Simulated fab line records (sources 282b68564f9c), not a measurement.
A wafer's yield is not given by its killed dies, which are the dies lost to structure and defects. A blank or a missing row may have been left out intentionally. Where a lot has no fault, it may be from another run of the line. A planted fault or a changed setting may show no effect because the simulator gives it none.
Which tool is to blame? / flow rit cmos / 42 wafers sampled from 14 lots at 1 step of a route of 202

WHAT THE GAUGES SHOWED, per wafer
The record lacks any reading of a measuring or inspecting step that a usual standard deviation could be used to judge.

TOOL THAT RAN EACH LOT (tool first, then ch and the chambers of the sampled wafers, then the start)
lot=L333; RIT_PSD_HMDS_00=litho track-04 ch 0, day 3 14:29
lot=L334; RIT_PSD_HMDS_00=litho track-03 ch 0, day 3 16:52
lot=L335; RIT_PSD_HMDS_00=litho track-03 ch 0, day 3 23:44
lot=L336; RIT_PSD_HMDS_00=litho track-04 ch 0, day 4 05:29
lot=L338; RIT_PSD_HMDS_00=litho track-04 ch 0, day 4 17:40
lot=L339; RIT_PSD_HMDS_00=litho track-02 ch 0, day 5 00:19
lot=L340; RIT_PSD_HMDS_00=litho track-03 ch 0, day 5 02:58
lot=L343; RIT_PSD_HMDS_00=litho track-03 ch 0, day 5 17:37
lot=L346; RIT_PSD_HMDS_00=litho track-03 ch 0, day 6 10:52
lot=L347; RIT_PSD_HMDS_00=litho track-03 ch 0, day 6 12:54
lot=L348; RIT_PSD_HMDS_00=litho track-03 ch 0, day 6 16:31
lot=L349; RIT_PSD_HMDS_00=litho track-04 ch 0, day 6 23:00
lot=L352; RIT_PSD_HMDS_00=litho track-02 ch 0, day 7 13:47
lot=L353; RIT_PSD_HMDS_00=litho track-02 ch 0, day 8 04:59
- RIT_PSD_HMDS_00: prime time 60 s.

AS READ BY THE TOOLS THEMSELVES (means over the sampled wafers that have a number; for cases with no such wafer, the mark the record gives instead)
RIT_PSD_HMDS_00.
lot=L333; tool=litho track-04; exhaust pa (Pa)=44.5; prime temp c (C)=139.98
lot=L334; tool=litho track-03; exhaust pa (Pa)=45.7; prime temp c (C)=140.00
lot=L335; tool=litho track-03; exhaust pa (Pa)=45.9; prime temp c (C)=139.96
lot=L336; tool=litho track-04; exhaust pa (Pa)=44.5; prime temp c (C)=139.98
lot=L338; tool=litho track-04; exhaust pa (Pa)=44.4; prime temp c (C)=140.06
lot=L339; tool=litho track-02; exhaust pa (Pa)=45.3; prime temp c (C)=140.01
lot=L340; tool=litho track-03; exhaust pa (Pa)=44.7; prime temp c (C)=139.81
lot=L343; tool=litho track-03; exhaust pa (Pa)=44.9; prime temp c (C)=139.94
lot=L346; tool=litho track-03; exhaust pa (Pa)=44.0; prime temp c (C)=139.91
lot=L347; tool=litho track-03; exhaust pa (Pa)=45.7; prime temp c (C)=138.14
lot=L348; tool=litho track-03; exhaust pa (Pa)=45.7; prime temp c (C)=138.37
lot=L349; tool=litho track-04; exhaust pa (Pa)=44.8; prime temp c (C)=140.04
lot=L352; tool=litho track-02; exhaust pa (Pa)=44.6; prime temp c (C)=140.17
lot=L353; tool=litho track-02; exhaust pa (Pa)=44.7; prime temp c (C)=139.93

THE ANSWER, worked out from the rows above alone
Rule: usual is defined by the lots themselves. Put in order of their means at a reading, lots are off if they are a third of the lots or fewer, leave a main group of 4 or more, and stand apart from it by a gap of 3 or more times the standard deviation of the main group's means; of several such gaps the widest counts. The tables above print the reading to a certain number of digits; a main group whose means all agree to those digits is not used. A lot without any number at a reading at which 4 lots or more have one is off too. The other lots that the step has rows for count as sound. Order of review: gauges by route order, followed by the tools' own readings, for which a lot's mean as printed above is used. The first step at which some lot is off is used, and at that step the reading that is off furthest; a lot without a number counts as furthest.
Off: L347, L348, at RIT_PSD_HMDS_00 (prime temp c). For the main group the mean is 139.98 C and the standard deviation 0.084.
If a tool, at that step or one of the process steps before it, ran each lot that is off and ran no sound lot following the first of them, it fits. One fits: RIT_PSD_HMDS_00 on litho track-03. Its last sound lot is L346 (day 6 10:52), its first lot that is off L347 (day 6 12:54): a fault that began between those two fits.
The tool's own readings at RIT_PSD_HMDS_00 bear it out: on the lots that are off they differ by more than 5 times the standard deviation of the sound lots' means. prime temp c reads 138.25 C there against 139.98 C on the sound lots.

WHAT THE SIMULATOR PUT IN
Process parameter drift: litho track-03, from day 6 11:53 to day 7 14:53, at RIT_PSD_HMDS_00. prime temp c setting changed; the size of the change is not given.
Struck lots among those shown: L347, L348. The rule given above showed the same thing.
